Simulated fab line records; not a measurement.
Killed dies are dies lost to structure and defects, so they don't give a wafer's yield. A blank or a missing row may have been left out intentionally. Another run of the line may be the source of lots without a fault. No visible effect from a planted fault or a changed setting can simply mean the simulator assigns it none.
What tool caused it?	flow rit-cmos	14 lots with 42 wafers sampled at 2 steps, on a route of 202 steps

WHAT THE GAUGES READ, wafer by wafer
RIT_ACTIVE_THK_MEAS_02. Usual: ACTIVE_OXIDE_THK gives 47.1 nm (standard deviation 0.71).
lot	measured	on	ACTIVE_OXIDE_THK (nm)	flag
L391	day 1 12:34	film-metro-03	47.6 47.9 48.1	
L392	day 1 20:59	film-metro-01	46.7 46.4 46.7	
L394	day 2 03:24	film-metro-02	48.2 48.1 47.3	
L395	day 2 08:38	film-metro-01	47.4 47.2 47.6	
L398	day 2 23:03	film-metro-01	51.5 50.6 51.4	OFF
L400	day 3 09:03	film-metro-03	50.3 49.8 48.9	OFF
L403	day 4 00:51	film-metro-01	46.7 46.9 46.7	
L405	day 4 11:30	film-metro-01	46.6 47.2 47.1	
L406	day 4 16:16	film-metro-01	47.1 47.7 46.8	
L408	day 5 01:07	film-metro-02	46.7 46.7 47.2	
L410	day 5 11:59	film-metro-02	46.9 46.8 46.4	
L411	day 5 18:26	film-metro-02	48.1 48.6 47.9	
L412	day 6 00:23	film-metro-01	47.7 47.0 46.8	
L414	day 6 07:03	film-metro-03	46.1 46.6 47.2	

TOOL THAT RAN EACH LOT (tool first, then ch and the chambers of the sampled wafers, then the start)
lot	RIT_ACTIVE_OXIDATION_01
L391	furnace-03 ch 0, day 1 10:38
L392	furnace-03 ch 0, day 1 19:02
L394	furnace-04 ch 0, day 2 01:28
L395	furnace-04 ch 0, day 2 06:41
L398	furnace-04 ch 0, day 2 21:07
L400	furnace-04 ch 0, day 3 07:07
L403	furnace-01 ch 0, day 3 22:55
L405	furnace-03 ch 0, day 4 09:34
L406	furnace-01 ch 0, day 4 14:19
L408	furnace-03 ch 0, day 4 23:10
L410	furnace-01 ch 0, day 5 10:02
L411	furnace-01 ch 0, day 5 16:29
L412	furnace-03 ch 0, day 5 22:26
L414	furnace-03 ch 0, day 6 05:07
- RIT_ACTIVE_OXIDATION_01: target thk 46.8 nm, ox time 3360 s.

AS READ BY THE TOOLS THEMSELVES (means over the sampled wafers that have a number; for cases with no such wafer, the mark the record gives instead)
RIT_ACTIVE_OXIDATION_01. Usual: spike-tc-load-C 1026.9 C, standard deviation 2.3; tube_center_temp_C_max 1002.6, standard deviation 0.45.
lot	tool	spike-tc-load-C (C)	tube_center_temp_C_max	flag
L391	furnace-03	1030.3	1002.5	
L392	furnace-03	1029.1	1002.9	
L394	furnace-04	1024.6	1002.5	
L395	furnace-04	1024.8	1002.5	
L398	furnace-04	1024.3	1002.9	
L400	furnace-04	1024.6	1002.8	
L403	furnace-01	1025.7	1002.7	
L405	furnace-03	1028.5	1002.8	
L406	furnace-01	1026.9	1002.1	
L408	furnace-03	1030.1	1002.6	
L410	furnace-01	1026.9	1002.1	
L411	furnace-01	1027.5	1003.1	
L412	furnace-03	1029.8	1002.5	
L414	furnace-03	1028.9	1002.5	

THE ANSWER, worked out from the rows above alone
Rule: a lot is off if the mean of its wafers that have a number lies more than 3 standard deviations from the usual mean. Also off: a lot with no number at a reading for which 4 or more lots have one. All remaining lots with rows at the step are treated as sound. After the gauges, taken in route order, come the tools' own readings; for these a lot's mean is taken, as printed above. The first step at which some lot is off is used, and at that step the reading that is off furthest; a lot without a number counts as furthest.
Off: L398, L400, seen at RIT_ACTIVE_THK_MEAS_02 (ACTIVE_OXIDE_THK).
If a tool, at a process step before that reading, ran all the lots that are off and no sound lot after the first of them, it fits. The gauges at RIT_ACTIVE_THK_MEAS_02 are tried like those tools. One candidate fits, namely furnace-04 at RIT_ACTIVE_OXIDATION_01. Its last sound lot is L395 (day 2 06:41), its first lot that is off L398 (day 2 21:07): a fault that began between those two fits.

WHAT THE SIMULATOR HAD INSERTED
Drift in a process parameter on furnace-04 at RIT_ACTIVE_OXIDATION_01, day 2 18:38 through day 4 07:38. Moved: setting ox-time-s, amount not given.
Shown lots that were struck: L398, L400. The same result came from the rule above.
